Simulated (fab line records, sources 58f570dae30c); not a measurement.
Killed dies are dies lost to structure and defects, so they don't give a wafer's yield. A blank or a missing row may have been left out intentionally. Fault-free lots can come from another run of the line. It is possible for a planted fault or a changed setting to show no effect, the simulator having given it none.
Check of tool commonality -- flow berkeley cmos170 -- 14 lots and 42 wafers in the sample

== THE REASON FOR OPENING IT ==
Of 14 lots, 2 have the reading GATE_POLY_THK flagged at UCB170_GATE_THK_MEAS_05. No-fault wafers: 213.9 nm, standard deviation 2.2.
Rule: a lot is flagged in two cases, either no wafer of it has a number, or all its wafers with numbers fall more than 4 standard deviations from that mean. All remaining lots are regarded as sound.

lot,measured,on,"GATE_POLY_THK (nm), wafer by wafer",flag
L745,day 6 12:10,film metro-01,217.9 214.4 216.8,
L746,day 6 12:10,film metro-03,208.7 208.1 210.8,
L748,day 7 02:13,film metro-01,215.8 215.2 213.1,
L750,day 7 05:49,film metro-03,215.1 214.2 211.9,
L751,day 7 05:49,film metro-02,212.7 211.7 211.7,
L753,day 8 01:32,film metro-01,215.9 216.0 214.4,
L755,day 8 05:46,film metro-01,217.6 218.6 216.4,
L754,day 8 07:21,film metro-03,429.2 431.0 433.1,FLAGGED
L757,day 8 19:44,film metro-01,428.0 426.3 424.6,FLAGGED
L761,day 9 20:02,film metro-01,210.9 210.6 210.0,
L764,day 9 20:04,film metro-03,215.1 215.6 213.9,
L766,day 10 02:51,film metro-03,215.2 217.7 214.4,
L765,day 10 02:52,film metro-01,215.2 215.4 214.7,
L767,day 10 12:31,film metro-01,214.4 216.6 215.6,
The mean of the flagged lots' numbers is 428.7 nm, +214.8 nm from the usual (+98 standard deviations).

== WHICH TOOL RAN EACH LOT ==
The record holds 1 process step before the reading, out of a route of 331 steps. Every cell lists first the tool, next ch and the chambers used by the sampled wafers, and last the start.
lot,flag,UCB170_GATE_CVD_04
L745,,"lpcvd-01 ch 0, day 6 10:46"
L746,,"lpcvd-01 ch 0, day 6 10:46"
L748,,"lpcvd-02 ch 1, day 7 00:07"
L750,,"lpcvd-02 ch 1, day 7 04:25"
L751,,"lpcvd-02 ch 1, day 7 04:25"
L753,,"lpcvd-02 ch 0, day 8 00:08"
L755,,"lpcvd-01 ch 1, day 8 04:22"
L754,FLAGGED,"lpcvd-01 ch 1, day 8 04:22"
L757,FLAGGED,"lpcvd-02 ch 1, day 8 16:44"
L761,,"lpcvd-01 ch 1, day 9 18:38"
L764,,"lpcvd-01 ch 0, day 9 18:38"
L766,,"lpcvd-01 ch 1, day 10 01:27"
L765,,"lpcvd-01 ch 1, day 10 01:27"
L767,,"lpcvd-02 ch 0, day 10 11:07"
What is done by these steps:
- UCB170_GATE_CVD_04: deposits poly-Si from SiH4, time 1440 s, target thk 214 nm.
- UCB170_GATE_THK_MEAS_05

== FLAGGED AGAINST TOTAL, ONE TOOL AT A TIME (gauges that did the reading follow at the end) ==
step,tool,lots run,flagged,share of the flagged lots,sound lots run after its first flagged lot
UCB170_GATE_CVD_04,lpcvd-01,8,1,some,"4 (L761,L764,L765,L766)"
UCB170_GATE_CVD_04,lpcvd-02,6,1,some,1 (L767)
UCB170_GATE_THK_MEAS_05,film metro-01,8,1,some,"3 (L761,L765,L767)"
UCB170_GATE_THK_MEAS_05,film metro-02,1,0,none,-
UCB170_GATE_THK_MEAS_05,film metro-03,5,1,some,"2 (L764,L766)"

== WHAT THE TABLE PERMITS ==
No row of the table ran every flagged lot.

== WHAT WAS PUT IN BY THE SIMULATOR ==
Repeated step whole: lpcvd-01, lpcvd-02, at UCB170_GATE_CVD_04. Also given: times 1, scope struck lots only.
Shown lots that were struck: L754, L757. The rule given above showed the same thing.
